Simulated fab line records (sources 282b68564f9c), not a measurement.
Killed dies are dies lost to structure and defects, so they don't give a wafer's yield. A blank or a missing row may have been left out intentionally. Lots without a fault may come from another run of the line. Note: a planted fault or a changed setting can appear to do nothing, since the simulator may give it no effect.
Which tool was responsible? / flow rit_cmos / 14 lots, 42 wafers sampled, at 5 steps of a route of 202

WHAT THE GAUGES SHOWED, per wafer
RIT_PRETRO_OVL_MEAS_06. Usual: PRETRO_OVL typically reads 1.0 nm, with standard deviation 1.6.
lot=L452; measured=day 2 10:02; on=overlay-01; PRETRO_OVL (nm)=1.9 3.4 1.8; flag=
lot=L454; measured=day 2 18:41; on=overlay-01; PRETRO_OVL (nm)=1.3 2.6 0.2; flag=
lot=L455; measured=day 3 04:04; on=overlay-02; PRETRO_OVL (nm)=3.0 2.7 -0.4; flag=
lot=L456; measured=day 3 08:44; on=overlay-02; PRETRO_OVL (nm)=1.3 -0.2 0.0; flag=
lot=L459; measured=day 3 20:20; on=overlay-02; PRETRO_OVL (nm)=1.1 2.1 1.9; flag=
lot=L460; measured=day 4 01:48; on=overlay-01; PRETRO_OVL (nm)=-2.1 0.4 -0.4; flag=
lot=L462; measured=day 4 11:01; on=overlay-01; PRETRO_OVL (nm)=0.4 -0.1 1.3; flag=
lot=L463; measured=day 4 15:29; on=overlay-02; PRETRO_OVL (nm)=1.9 -0.5 -0.4; flag=
lot=L464; measured=day 4 21:51; on=overlay-01; PRETRO_OVL (nm)=-1.9 -0.9 -1.8; flag=
lot=L465; measured=day 5 02:25; on=overlay-02; PRETRO_OVL (nm)=0.1 -1.5 0.4; flag=
lot=L467; measured=day 5 12:54; on=overlay-02; PRETRO_OVL (nm)=0.6 0.8 -0.5; flag=
lot=L468; measured=day 5 17:09; on=overlay-01; PRETRO_OVL (nm)=2.7 2.4 2.0; flag=
lot=L473; measured=day 6 18:01; on=overlay-01; PRETRO_OVL (nm)=1.9 -0.5 0.8; flag=
lot=L475; measured=day 7 04:27; on=overlay-01; PRETRO_OVL (nm)=0.8 1.3 2.5; flag=

RIT_SDANNEAL_RS_MEAS_07: measurement is done with a four-point probe. Usual: NLDD_RS typically reads 151.6 ohm/sq, with standard deviation 0.43.
lot=L452; measured=day 3 12:20; on=film_metro-01; NLDD_RS (ohm/sq)=151.7 151.6 151.7; flag=
lot=L454; measured=day 3 14:21; on=film_metro-02; NLDD_RS (ohm/sq)=151.8 152.0 151.7; flag=
lot=L455; measured=day 3 23:42; on=film_metro-03; NLDD_RS (ohm/sq)=151.2 151.2 151.3; flag=
lot=L456; measured=day 4 05:04; on=film_metro-01; NLDD_RS (ohm/sq)=151.1 151.0 151.2; flag=
lot=L459; measured=day 4 18:49; on=film_metro-01; NLDD_RS (ohm/sq)=152.2 152.1 152.1; flag=
lot=L460; measured=day 5 00:29; on=film_metro-03; NLDD_RS (ohm/sq)=151.6 151.4 151.3; flag=
lot=L462; measured=day 5 08:11; on=film_metro-02; NLDD_RS (ohm/sq)=152.0 151.8 151.8; flag=
lot=L463; measured=day 5 14:13; on=film_metro-01; NLDD_RS (ohm/sq)=151.3 151.4 152.3; flag=
lot=L464; measured=day 5 19:00; on=film_metro-03; NLDD_RS (ohm/sq)=151.4 150.9 151.1; flag=
lot=L465; measured=day 5 23:20; on=film_metro-03; NLDD_RS (ohm/sq)=151.7 151.1 152.3; flag=
lot=L467; measured=day 6 11:03; on=film_metro-02; NLDD_RS (ohm/sq)=152.1 152.2 152.3; flag=
lot=L468; measured=day 6 12:54; on=film_metro-02; NLDD_RS (ohm/sq)=152.7 151.9 151.9; flag=
lot=L473; measured=day 7 15:56; on=film_metro-01; NLDD_RS (ohm/sq)=162.1 162.9 162.4; flag=OFF
lot=L475; measured=day 8 04:43; on=film_metro-03; NLDD_RS (ohm/sq)=161.4 162.0 161.3; flag=OFF

RIT_CONTACT_OVL_MEAS_09. Usual: CONTACT_OVL typically reads 1.2 nm, with standard deviation 1.4.
lot=L452; measured=day 3 14:23; on=overlay-02; CONTACT_OVL (nm)=1.1 -0.3 -1.2; flag=
lot=L454; measured=day 3 16:11; on=overlay-02; CONTACT_OVL (nm)=0.4 0.2 1.7; flag=
lot=L455; measured=day 4 01:32; on=overlay-02; CONTACT_OVL (nm)=-2.3 0.6 -1.8; flag=
lot=L456; measured=day 4 06:55; on=overlay-01; CONTACT_OVL (nm)=0.6 1.4 2.5; flag=
lot=L459; measured=day 4 20:39; on=overlay-02; CONTACT_OVL (nm)=2.8 1.4 0.9; flag=
lot=L460; measured=day 5 02:26; on=overlay-01; CONTACT_OVL (nm)=2.7 3.7 1.7; flag=
lot=L462; measured=day 5 10:09; on=overlay-02; CONTACT_OVL (nm)=1.9 1.6 4.3; flag=
lot=L463; measured=day 5 16:16; on=overlay-02; CONTACT_OVL (nm)=1.8 1.1 2.3; flag=
lot=L464; measured=day 5 20:58; on=overlay-01; CONTACT_OVL (nm)=1.2 2.8 2.0; flag=
lot=L465; measured=day 6 01:17; on=overlay-01; CONTACT_OVL (nm)=0.1 1.5 1.0; flag=
lot=L467; measured=day 6 13:01; on=overlay-02; CONTACT_OVL (nm)=0.0 -1.0 -2.2; flag=
lot=L468; measured=day 6 14:43; on=overlay-01; CONTACT_OVL (nm)=2.1 2.6 2.7; flag=
lot=L473; measured=day 7 17:57; on=overlay-02; CONTACT_OVL (nm)=1.7 0.4 0.5; flag=
lot=L475; measured=day 8 06:33; on=overlay-02; CONTACT_OVL (nm)=0.2 2.6 2.2; flag=

RIT_M1_CD_MEAS_09: target cd 2600 nm. Usual: cd_nm reads 2599.8 nm (standard deviation 2.5).
lot=L452; measured=day 3 17:10; on=cd_sem-01; cd_nm (nm)=2599.0 2602.5 2597.1; flag=
lot=L454; measured=day 3 18:41; on=cd_sem-02; cd_nm (nm)=2599.9 2602.9 2601.4; flag=
lot=L455; measured=day 4 04:06; on=cd_sem-02; cd_nm (nm)=2596.2 2598.3 2597.6; flag=
lot=L456; measured=day 4 09:17; on=cd_sem-02; cd_nm (nm)=2598.4 2602.4 2601.5; flag=
lot=L459; measured=day 4 23:09; on=cd_sem-02; cd_nm (nm)=2597.9 2598.8 2601.4; flag=
lot=L460; measured=day 5 04:56; on=cd_sem-02; cd_nm (nm)=2598.5 2598.5 2601.3; flag=
lot=L462; measured=day 5 12:32; on=cd_sem-02; cd_nm (nm)=2597.4 2596.2 2596.5; flag=
lot=L463; measured=day 5 18:44; on=cd_sem-02; cd_nm (nm)=2598.9 2597.5 2599.7; flag=
lot=L464; measured=day 5 23:37; on=cd_sem-02; cd_nm (nm)=2603.4 2603.0 2601.9; flag=
lot=L465; measured=day 6 03:48; on=cd_sem-02; cd_nm (nm)=2603.2 2600.8 2600.3; flag=
lot=L467; measured=day 6 15:26; on=cd_sem-02; cd_nm (nm)=2605.3 2603.6 2605.0; flag=
lot=L468; measured=day 6 17:07; on=cd_sem-02; cd_nm (nm)=2600.3 2601.1 2597.9; flag=
lot=L473; measured=day 7 20:21; on=cd_sem-02; cd_nm (nm)=2598.6 2598.8 2600.0; flag=
lot=L475; measured=day 8 09:06; on=cd_sem-02; cd_nm (nm)=2600.0 2600.4 2600.6; flag=

WHAT TOOL EACH LOT RAN ON (gives the tool, then ch and the chambers of the sampled wafers, and finally the start)
lot=L452; RIT_NLDD_IMPLANT_08=implanter-03 ch 0, day 3 02:55
lot=L454; RIT_NLDD_IMPLANT_08=implanter-02 ch 0, day 3 05:35
lot=L455; RIT_NLDD_IMPLANT_08=implanter-03 ch 0, day 3 15:19
lot=L456; RIT_NLDD_IMPLANT_08=implanter-02 ch 0, day 3 20:46
lot=L459; RIT_NLDD_IMPLANT_08=implanter-02 ch 0, day 4 09:31
lot=L460; RIT_NLDD_IMPLANT_08=implanter-02 ch 0, day 4 14:58
lot=L462; RIT_NLDD_IMPLANT_08=implanter-03 ch 0, day 4 22:50
lot=L463; RIT_NLDD_IMPLANT_08=implanter-02 ch 0, day 5 05:45
lot=L464; RIT_NLDD_IMPLANT_08=implanter-02 ch 0, day 5 10:40
lot=L465; RIT_NLDD_IMPLANT_08=implanter-04 ch 0, day 5 15:10
lot=L467; RIT_NLDD_IMPLANT_08=implanter-04 ch 0, day 6 02:50
lot=L468; RIT_NLDD_IMPLANT_08=implanter-03 ch 0, day 6 03:11
lot=L473; RIT_NLDD_IMPLANT_08=implanter-03 ch 0, day 7 06:47
lot=L475; RIT_NLDD_IMPLANT_08=implanter-03 ch 0, day 7 18:04
- RIT_NLDD_IMPLANT_08

WHAT THE TOOLS THEMSELVES READ (means of the sampled wafers that have a number; where no wafer has one, the mark that the record gives instead)
RIT_NLDD_IMPLANT_08. Usual: dose_ions_cm2 5e+14, standard deviation 5.4e+11; faraday_current_uA 1573, standard deviation 31.
lot=L452 tool=implanter-03 dose_ions_cm2=5e+14 faraday_current_uA=1594 flag=
lot=L454 tool=implanter-02 dose_ions_cm2=5e+14 faraday_current_uA=1584 flag=
lot=L455 tool=implanter-03 dose_ions_cm2=5e+14 faraday_current_uA=1536 flag=
lot=L456 tool=implanter-02 dose_ions_cm2=5e+14 faraday_current_uA=1577 flag=
lot=L459 tool=implanter-02 dose_ions_cm2=5e+14 faraday_current_uA=1581 flag=
lot=L460 tool=implanter-02 dose_ions_cm2=5e+14 faraday_current_uA=1571 flag=
lot=L462 tool=implanter-03 dose_ions_cm2=5e+14 faraday_current_uA=1557 flag=
lot=L463 tool=implanter-02 dose_ions_cm2=5e+14 faraday_current_uA=1577 flag=
lot=L464 tool=implanter-02 dose_ions_cm2=5e+14 faraday_current_uA=1579 flag=
lot=L465 tool=implanter-04 dose_ions_cm2=5e+14 faraday_current_uA=1578 flag=
lot=L467 tool=implanter-04 dose_ions_cm2=5e+14 faraday_current_uA=1584 flag=
lot=L468 tool=implanter-03 dose_ions_cm2=5e+14 faraday_current_uA=1578 flag=
lot=L473 tool=implanter-03 dose_ions_cm2=5e+14 faraday_current_uA=1466 flag=OFF
lot=L475 tool=implanter-03 dose_ions_cm2=5e+14 faraday_current_uA=1428 flag=OFF

THE ANSWER, worked out from the rows above alone
Rule: take the mean of a lot's wafers that have a number; if it is more than 3 standard deviations from the usual mean, the lot is off. Also off: a lot with no number at a reading for which 4 or more lots have one. The other lots that the step has rows for count as sound. After the gauges, taken in route order, come the tools' own readings; for these a lot's mean is taken, as printed above. The first step at which some lot is off is used, and at that step the reading that is off furthest; a lot without a number counts as furthest.
Off: at RIT_SDANNEAL_RS_MEAS_07 (NLDD_RS), L473, L475.
If a tool, at a process step before that reading, ran all the lots that are off and no sound lot after the first of them, it fits. Not tried: the gauges at RIT_SDANNEAL_RS_MEAS_07; whatever is off there is also off at RIT_NLDD_IMPLANT_08, on other tools, and gauge error can't account for it. One fits: implanter-03 at RIT_NLDD_IMPLANT_08. A fault onset in the window from L468 (day 6 03:11, its last sound lot) to L473 (day 7 06:47, its first lot off) fits.
On the lots that are off, the tool's own readings at RIT_NLDD_IMPLANT_08 differ by more than 5 times the standard deviation of the sound lots' means, which bears it out; faraday_current_uA reads 1447 there versus 1575 on the sound lots.

WHAT WAS PUT IN BY THE SIMULATOR
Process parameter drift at RIT_NLDD_IMPLANT_08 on implanter-03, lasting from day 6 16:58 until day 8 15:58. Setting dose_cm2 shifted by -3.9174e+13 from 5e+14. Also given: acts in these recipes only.
Struck lots among those shown: L473, L475. The same result came from the rule above.
